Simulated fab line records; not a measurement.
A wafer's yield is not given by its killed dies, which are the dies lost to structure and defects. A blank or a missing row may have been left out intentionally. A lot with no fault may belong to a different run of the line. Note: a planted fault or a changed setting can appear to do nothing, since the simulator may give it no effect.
Problem report in the 8D (eight disciplines) form, filled by code || flow berkeley cmos170 || the parts of the form that need people (team, actions taken, sign-off) are left out

== 1. THE ISSUE ==
Mean of tube center temp C at UCB170_M1_ANNEAL_14: 410 C across 6 wafers in 2 lots; on wafers with no fault it is 400 C (standard deviation 0.032). So: +99 or more standard deviations from the usual mean.
The step: time 1200 s.
First observed at day 9 21:02: wafer L475.4, on furnace-03. Wafers with a number at this step in the record: 42, from 14 lots. Rule for "out", or "out of limits": more than 4 standard deviations from the usual mean. All remaining wafers that have a number are taken as sound.

== 2. WHAT IT IS AND WHAT IT IS NOT ==
{"question": "which readings at this step", "is": "tube center temp C, spike tc centre C, spike tc load C, spike tc source C, tube_center_temp_C_max", "is not": "-"}
{"question": "which lots", "is": "L474, L475", "is not": "L464, L465, L466, L467, L468, L469, L471, L472, L473, L485, L486, L487"}
{"question": "which wafers of those lots", "is": "all that have a number", "is not": "-"}
{"question": "read on which tools", "is": "furnace-03", "is not": "-"}
{"question": "when", "is": "from day 9 21:02", "is not": "up to then (27 sound wafers); but 9 sound wafers of L485, L486, L487 came after"}

== 3. THE SUSPECTS, EACH WITH WHAT RULES IT OUT ==
Counting: a tool stays on the suspect list if, at a process step up to the reading, it processed all lots that are out and no sound lot following the first of them.
- furnace-03 at UCB170_M1_ANNEAL_14 (time 1200 s): ruled out as a lasting fault. Sound lots L485, L486, L487 ran on it after its first lot that is out, L475 (day 9 21:02).
Left after counting: nothing in the record.

== 4. THE CAUSE (what the simulator had put in) ==
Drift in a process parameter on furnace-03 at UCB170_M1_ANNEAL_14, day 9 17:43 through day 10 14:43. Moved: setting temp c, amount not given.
Counting ruled it out, wrongly.

== 5. SEQUENCE OF EFFECTS, ordered by route ==
Each row: a reading where the mean over the struck wafers with a number is more than 3 standard deviations away from the usual. Scope: only readings with a usual standard deviation given in the record; hours: median across lots of the time from each lot's start at the first step in this table that gives one to its start at this step; sigmas: change in usual standard deviations.
{"hours": 0, "step": "UCB170_M1_ANNEAL_14", "reading": "spike tc centre C", "usual": "401.3 C", "on struck wafers": 411.1, "change": "+9.8", "sigmas": "+9.8"}
{"hours": 0, "step": "UCB170_M1_ANNEAL_14", "reading": "spike tc load C", "usual": "420.5 C", "on struck wafers": 430.3, "change": "+9.8", "sigmas": "+11"}
{"hours": 0, "step": "UCB170_M1_ANNEAL_14", "reading": "spike tc source C", "usual": "417.8 C", "on struck wafers": 427.3, "change": "+9.5", "sigmas": "+9.5"}
{"hours": 0, "step": "UCB170_M1_ANNEAL_14", "reading": "tube center temp C", "usual": "400 C", "on struck wafers": 410, "change": "+10", "sigmas": "+99 or more"}
{"hours": 0, "step": "UCB170_M1_ANNEAL_14", "reading": "tube_center_temp_C_max", "usual": 401.04, "on struck wafers": 410.83, "change": "+9.79", "sigmas": "+58"}
{"hours": 0, "step": "UCB170_M1_ANNEAL_14", "reading": "zone power load pct", "usual": "5.88 %", "on struck wafers": 6.17, "change": "+0.29", "sigmas": "+4.8"}
{"hours": 0, "step": "UCB170_M1_ANNEAL_14", "reading": "zone power source pct", "usual": "5.36 %", "on struck wafers": 5.62, "change": "+0.25", "sigmas": "+4.4"}
Process steps it contains:
- UCB170_M1_ANNEAL_14: time 1200 s.
At these later measuring or inspecting steps, every struck wafer for which the step has a row has a number for every such reading, and none has moved that far: UCB170_V2_THK_MEAS_04.

== 6. HOW IT WOULD HAVE BEEN CAUGHT EARLIER ==
3 hours passed between the start of the fault at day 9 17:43 and the first reading out of limits in this record, taken at day 9 21:02.
